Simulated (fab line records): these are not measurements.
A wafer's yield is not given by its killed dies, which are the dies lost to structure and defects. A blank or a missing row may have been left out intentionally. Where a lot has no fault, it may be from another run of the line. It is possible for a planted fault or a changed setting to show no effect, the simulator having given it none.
Struck lot and sound lot, side by side || flow rit_cmos || 29 steps out of a route of 202
Sound: these wafers, L882.1, L882.4, L882.6. Wafers struck: L892.2, L892.3, L892.6. The cause is named last.
Order at every step that has rows: each side's tool, ch and its chambers, its first start. Under that, the readings that differ: sound wafers || struck wafers || difference of the means || sigmas: that difference in standard deviations of wafers without a fault.
alike: words and numbers the same on both sides, and readings whose means are apart by under 2 such deviations; not compared: readings that were withheld, readings missing a value for some wafer, numbers with overlapping values and no deviation given by the record, and bounds like >300 which may hide the same value.
A row with sigmas, a row that says differs or no value, or rows on one side alone: a step with any of these is where the two part. When numbers do not overlap yet have no deviation, they are printed without sigmas and do not part them. A reading that every wafer of one side lacks parts them only if that side has two wafers or more.

RIT_SDANNEAL_RTA_03: time 5 s.
  sound on rtp_anneal-02 ch 0, day 4 01:58; struck on rtp_anneal-02 ch 0, day 5 23:25
  alike: wafer_temp_C_max
RIT_SDANNEAL_RS_MEAS_04: measures by four-point-probe.
  sound on film_metro-03 at day 4 02:01; struck on film_metro-02 at day 5 23:31
  alike: PSD_RS
RIT_SDANNEAL_RS_MEAS_05: measures by four-point-probe.
  sound on film_metro-03 at day 4 02:08; struck on film_metro-02 at day 5 23:38
{"reading": "NSD_RS (ohm/sq)", "sound": "83.9 83.5 83.8", "struck": "84.3 84.5 84.4", "difference": "+0.7", "sigmas": "+2"}
RIT_SDANNEAL_RS_MEAS_06: measures by four-point-probe.
  sound on film_metro-03 at day 4 02:16; struck on film_metro-02 at day 5 23:45
  alike: PLDD_RS
RIT_SDANNEAL_RS_MEAS_07: measures by four-point-probe.
  sound on film_metro-03 at day 4 02:23; struck on film_metro-02 at day 5 23:52
  alike: NLDD_RS
then, 1 step without rows for these wafers: RIT_SILICIDE_WET_ETCH_00 (etches SiO2 in BOE, target depth 14 nm, time 15 s).
RIT_SILICIDE_SPUTTER_01: material Ti, target thk 30 nm, time 240 s.
  sound on pvd_sputter-04 at day 4 02:31; struck on pvd_sputter-04 at day 5 23:59
  alike: cathode_dc_power_W, throttle_valve_pct
RIT_SILICIDE_RS_MEAS_02: measures by four-point-probe.
  sound on film_metro-04 at day 4 02:40; struck on film_metro-02 at day 6 00:09
  alike: SILICIDE_TI_RS
RIT_SILICIDE_THK_MEAS_03: measures by xrf.
  sound on film_metro-04 at day 4 02:47; struck on film_metro-02 at day 6 00:16
  alike: SILICIDE_TI_THK
RIT_SILICIDE_RTA_04: time 10 s, ramp up 5 s, ramp down 5 s.
  sound on rtp_anneal-01 ch 0, day 4 02:51; struck on rtp_anneal-01 ch 0, day 6 00:19
  alike: wafer_temp_C_max
then, 1 step without rows for these wafers: RIT_SILICIDE_WET_ETCH_05 (etches Ti in SPM, time 120 s).
RIT_SILICIDE_RTA_06: time 10.37 s, ramp up 5 s, ramp down 10 s.
  sound on rtp_anneal-02 ch 0, day 4 02:58; struck on rtp_anneal-02 ch 0, day 6 00:26
  alike: wafer_temp_C_max
RIT_CONTACT_CVD_00: deposits SiO2 from TEOS, target thk 400 nm, time 61 s.
  sound on pecvd-02 ch 0,2, day 4 03:01; struck on pecvd-03 ch 0,1, day 6 00:42
  alike: heater_power_w, rf_fwd_power_W
RIT_CONTACT_THK_MEAS_01:
  sound on film_metro-03 at day 4 03:04; struck on film_metro-03 at day 6 00:46
{"reading": "CONTACT_TEOS_THK (nm)", "sound": "398 399 405", "struck": "793 794 811", "difference": "+399", "sigmas": "+74"}
then, 6 steps without rows for these wafers: RIT_CONTACT_HMDS_02 (prime time 60 s); RIT_CONTACT_COAT_03 (resist thk 1000 nm); RIT_CONTACT_SOFTBAKE_04 (time 60 s); RIT_CONTACT_EXPOSE_05 (exposes mask M11, target cd 1000 nm); RIT_CONTACT_PEB_06; RIT_CONTACT_DEVELOP_07 (develop time 120 s).
RIT_CONTACT_CD_MEAS_08 targets a cd of 1000 nm.
  sound on cd_sem-01 at day 4 04:19; struck on cd_sem-02 at day 6 01:48
  alike: cd_nm
RIT_CONTACT_OVL_MEAS_09:
  sound on overlay-01 at day 4 04:26; struck on overlay-02 at day 6 01:55
  alike: CONTACT_OVL
then, 1 step without rows for these wafers: RIT_CONTACT_HARDBAKE_10 (time 60 s).
RIT_CONTACT_ETCH_11: etches SiO2 in CHF3/CF4/Ar, stops on TiSi2, target depth 480 nm, time 320 s.
  sound on rie_diel-04 ch 1,2, day 4 04:43; struck on rie_diel-01 ch 0,1, day 6 02:05
{"reading": "model.etch.depth_nm (nm)", "sound": "398.1 399.7 404.9", "struck": "461.9 469.4 472.2", "difference": "+66.9", "sigmas": ""}
{"reading": "model.CONTACT.feature_depth_nm (nm)", "sound": "398.1 399.7 404.9", "struck": "461.9 469.4 472.2", "difference": "+66.9", "sigmas": ""}
  alike: drypump_motor_current_A, mfc_ar_sccm, oes_product_au, rf_fwd_power_W, throttle_valve_pct
  not compared: rf_hours_counter_h
RIT_CONTACT_STRIP_12: strips in O2, time 180 s.
  sound on plasma_asher-02 ch 0, day 4 04:55; struck on plasma_asher-03 ch 0,1, day 6 02:17
  alike: drypump_motor_current_A, rf_refl_power_W
  not compared: rf_hours_counter_h
RIT_CONTACT_CD_MEAS_90 targets a cd of 1000 nm.
  sound on cd_sem-01 at day 4 05:05; struck on cd_sem-02 at day 6 02:29
  alike: cd_nm
RIT_CONTACT_CLEAN_13: cleans in SC1, time 600 s.
  sound on wet_bench-02 ch 3, day 4 05:22; struck on wet_bench-01 ch 1, day 6 02:35
{"reading": "model.SiO2_of_CONTACT_CVD_00.thk_nm (nm)", "sound": "393.9 395.6 400.8", "struck": "789.7 790.3 806.9", "difference": "+398.9", "sigmas": ""}
then, 1 step without rows for these wafers: RIT_CONTACT_CLEAN_14 (cleans in SC2, time 600 s).
RIT_M1_PROBE_99:
  record: rows for the struck wafers here (prober-02, day 6 08:38), none for the sound ones

WHERE THEY PART
Earliest at RIT_SDANNEAL_RS_MEAS_05; latest, in this record, at RIT_M1_PROBE_99.

WHY: what the simulator had put in
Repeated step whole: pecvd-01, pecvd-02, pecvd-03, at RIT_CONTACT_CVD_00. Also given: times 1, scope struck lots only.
